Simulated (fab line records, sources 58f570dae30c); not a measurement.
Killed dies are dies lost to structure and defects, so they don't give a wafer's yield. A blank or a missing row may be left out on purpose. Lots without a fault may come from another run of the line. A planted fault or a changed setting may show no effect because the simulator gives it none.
Which tool did it? | flow berkeley_cmos170 | 15 lots, 45 wafers sampled, at 2 steps of a route of 331

WHAT THE GAUGES READ, wafer by wafer
UCB170_PSD_CD_MEAS_06: target cd 1200 nm. Usual: cd_nm 1199.9 nm, standard deviation 1.4.
lot  | measured     | on        | cd_nm (nm)           | flag
L224 | day 7 23:14  | cd_sem-01 | 1200.1 1203.2 1201.4 |
L226 | day 8 07:55  | cd_sem-02 | 1196.7 1197.7 1198.2 |
L225 | day 8 07:43  | cd_sem-01 | 1200.3 1198.6 1199.2 |
L227 | day 9 00:34  | cd_sem-02 | 1197.2 1198.2 1198.3 |
L235 | day 10 17:29 | cd_sem-01 | - - -                | OFF
L236 | day 10 17:41 | cd_sem-02 | - - -                | OFF
L238 | day 11 07:21 | cd_sem-02 | 1201.5 1200.3 1200.3 |
L237 | day 11 07:37 | cd_sem-02 | - - -                | OFF
L242 | day 12 03:50 | cd_sem-02 | 1199.2 1199.1 1200.8 |
L239 | day 12 03:52 | cd_sem-01 | 1199.0 1199.4 1198.9 |
L240 | day 12 03:59 | cd_sem-02 | 1199.8 1200.7 1200.4 |
L243 | day 12 07:37 | cd_sem-01 | 1200.7 1199.6 1200.4 |
L244 | day 12 08:19 | cd_sem-02 | 1202.0 1202.8 1202.5 |
L246 | day 12 19:28 | cd_sem-02 | 1197.0 1196.7 1199.2 |
L245 | day 12 19:35 | cd_sem-01 | 1200.2 1199.2 1198.8 |

WHICH TOOL RAN EACH LOT (tool, then ch and the chambers of the sampled wafers, then the start)
lot  | UCB170_PSD_COAT_01
L224 | litho_track-01 ch 0, day 7 22:25
L226 | litho_track-01 ch 0, day 8 06:51
L225 | litho_track-03 ch 0, day 8 06:54
L227 | litho_track-03 ch 0, day 8 23:27
L235 | litho_track-03, day 10 16:26
L236 | litho_track-01, day 10 16:43
L238 | litho_track-03 ch 0, day 11 06:32
L237 | litho_track-01, day 11 06:34
L242 | litho_track-01 ch 0, day 12 02:49
L239 | litho_track-02 ch 0, day 12 03:01
L240 | litho_track-03 ch 0, day 12 03:08
L243 | litho_track-01 ch 0, day 12 06:48
L244 | litho_track-03 ch 0, day 12 06:48
L246 | litho_track-02 ch 0, day 12 18:38
L245 | litho_track-01 ch 0, day 12 18:51
- UCB170_PSD_COAT_01: resist thk 900 nm.

WHAT THE TOOLS THEMSELVES READ (means of the sampled wafers that have a number; where no wafer has one, the mark that the record gives instead)
UCB170_PSD_COAT_01. Usual: chill_plate_temp_C 23.00 C, standard deviation 0.086; dispense_pressure_kPa 51.0 kPa, standard deviation 0.36.
lot  | tool           | chill_plate_temp_C (C) | dispense_pressure_kPa (kPa) | flag
L224 | litho_track-01 | 23.09                  | 51.4                        |
L226 | litho_track-01 | 22.98                  | 51.4                        |
L225 | litho_track-03 | 22.94                  | 50.7                        |
L227 | litho_track-03 | 22.86                  | 50.6                        |
L235 | litho_track-03 | -                      | -                           | OFF
L236 | litho_track-01 | -                      | -                           | OFF
L238 | litho_track-03 | 22.95                  | 50.6                        |
L237 | litho_track-01 | -                      | -                           | OFF
L242 | litho_track-01 | 23.00                  | 51.4                        |
L239 | litho_track-02 | 23.03                  | 50.6                        |
L240 | litho_track-03 | 22.97                  | 50.6                        |
L243 | litho_track-01 | 22.93                  | 51.3                        |
L244 | litho_track-03 | 23.09                  | 50.6                        |
L246 | litho_track-02 | 22.96                  | 50.7                        |
L245 | litho_track-01 | 22.98                  | 51.3                        |

THE ANSWER, worked out from the rows above alone
Rule: a lot is off if the mean of its wafers that have a number lies more than 3 standard deviations from the usual mean. A lot without any number at a reading at which 4 lots or more have one is off too. The other lots that the step has rows for count as sound. The gauges are gone through in route order, then the tools' own readings, and for those a lot's mean is taken as printed above. The first step at which some lot is off is used, and at that step the reading that is off furthest; a lot without a number counts as furthest.
Off: L235, L236, L237, at UCB170_PSD_CD_MEAS_06 (cd_nm). Without a number there: L235, L236, L237.
A tool fits if, at a process step before that reading, it ran every lot that is off, and no sound lot after the first of them. The gauges at UCB170_PSD_CD_MEAS_06 aren't tried: what is off there is off at UCB170_PSD_COAT_01 too, on other tools, and a gauge's error can't cause that. None of those tried fits.

WHAT THE SIMULATOR HAD PUT IN
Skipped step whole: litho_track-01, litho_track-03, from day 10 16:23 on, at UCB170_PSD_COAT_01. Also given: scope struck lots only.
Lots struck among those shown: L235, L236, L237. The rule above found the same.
